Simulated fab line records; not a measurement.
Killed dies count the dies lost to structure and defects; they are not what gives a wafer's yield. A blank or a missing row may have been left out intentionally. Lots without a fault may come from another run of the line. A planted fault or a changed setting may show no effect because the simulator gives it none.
Struck lot and sound lot, side by side -- flow berkeleyCmos170 -- 16 out of 331 route steps
Sound: these wafers, L599.1, L599.3, L599.4. Struck: wafers L618.1, L618.6. (L618.2 of the same lot was not struck and is left out.) The cause comes at the end.
Order at every step that has rows: each side's tool, ch and its chambers, its first start. Under that, the readings that differ: sound wafers -- struck wafers -- difference of the means -- sigmas: that difference in standard deviations of wafers without a fault.
alike: words and numbers the same on both sides, and readings whose means are apart by under 2 such deviations; not compared: readings that were withheld, readings missing a value for some wafer, numbers with overlapping values and no deviation given by the record, and bounds like >300 which may hide the same value.
The two part at a step that has a row with sigmas, a row that says differs or no value, or rows on one side only. Numbers that have no deviation but don't overlap get no sigmas and don't part them. A reading that every wafer of one side lacks parts them only if that side has two wafers or more.

first, 1 step without rows for these wafers: UCB170_M2_SOFTBAKE_06 (time 60 s).
UCB170_M2_STRIP_07: strips in O2.
  sound on plasmaAsher-03 ch 0,1, day 9 01:19; struck on plasmaAsher-04 ch 1, day 12 23:08
  alike: drypumpMotorCurrentA, oesProductAu, stripTimeToEndpointS
  not compared: rfHoursCounterH
then, 7 steps without rows for these wafers: UCB170_M2_STRIP_08 (strips KrF in DMSO, time 600 s); UCB170_M2_COAT_09; UCB170_M2_COAT_10 (resist thk 900 nm); UCB170_M2_SOFTBAKE_11 (time 60 s); UCB170_M2_EXPOSE_12 (exposes mask METAL2, target cd 700 nm); UCB170_M2_PEB_13; UCB170_M2_DEVELOP_14 (develop time 45 s).
UCB170_M2_CD_MEAS_15 targets a cd of 700 nm.
  struck on cdSem-01, day 13 01:19; sound on cdSem-01, day 9 04:34
  alike: cdNm
UCB170_M2_OVL_MEAS_16:
  struck on overlay-02, day 13 01:26; sound on overlay-01, day 9 04:41
  alike: M2_OVL
UCB170_M2_ETCH_17: etches BARC in N2/H2.
  sound on rieDiel-04 ch 0,1,2, day 9 04:44; struck on rieDiel-04 ch 0,1, day 13 01:28
  alike: drypumpMotorCurrentA, n2FlowSccm, oesProductAu, throttleValvePct
UCB170_M2_METAL_ETCH_18: etches Al in Cl2/BCl3, stops on SiO2, target depth 1170 nm, time 195 s.
  sound on rieMetal-02 ch 0,1, day 9 04:46; struck on rieMetal-02 ch 0, day 13 01:31
reading,sound,struck,difference,sigmas
oesProductAu (a.u.),0.859 0.847 0.864,0.791 0.784,-0.069,-6
overEtchFrac,0.3 0.3 0.3,0.42661 0.42661,+0.12661,
model.KrF_of_M2_COAT_10.thkNm (nm),215.3 209.2 219.7,128.8 126.3,-87.2,
model.SiO2_of_V1_CVD_00.thkNm (nm),939.6 936.9 939.5,930.6 932.5,-7.1,
  alike: drypumpMotorCurrentA, throttleValvePct
  not compared: rfHoursCounterH
UCB170_M2_STRIP_19: strips in O2.
  sound on plasmaAsher-03 ch 0,1, day 9 04:57; struck on plasmaAsher-04 ch 0, day 13 01:41
reading,sound,struck,difference,sigmas
oesProductAu (a.u.),0.549 0.535 0.557,0.450 0.449,-0.098,-9
  alike: drypumpMotorCurrentA
  not compared: rfHoursCounterH
UCB170_M2_CD_MEAS_90 targets a cd of 700 nm.
  struck on cdSem-01, day 13 01:47; sound on cdSem-01, day 9 05:07
reading,sound,struck,difference,sigmas
cdNm (nm),699 704 702,693 688,-11,-3
next, for these wafers, 1 step has no rows: UCB170_M3_PROBE_99.

## WHERE THEY PART
Earliest at UCB170_M2_METAL_ETCH_18; latest, in this record, at UCB170_M2_CD_MEAS_90.

WHY: what had been put in by the simulator
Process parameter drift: rieMetal-02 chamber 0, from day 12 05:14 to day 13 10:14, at UCB170_M2_METAL_ETCH_18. From 0.3, the setting overEtchFrac moved by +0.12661. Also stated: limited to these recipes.
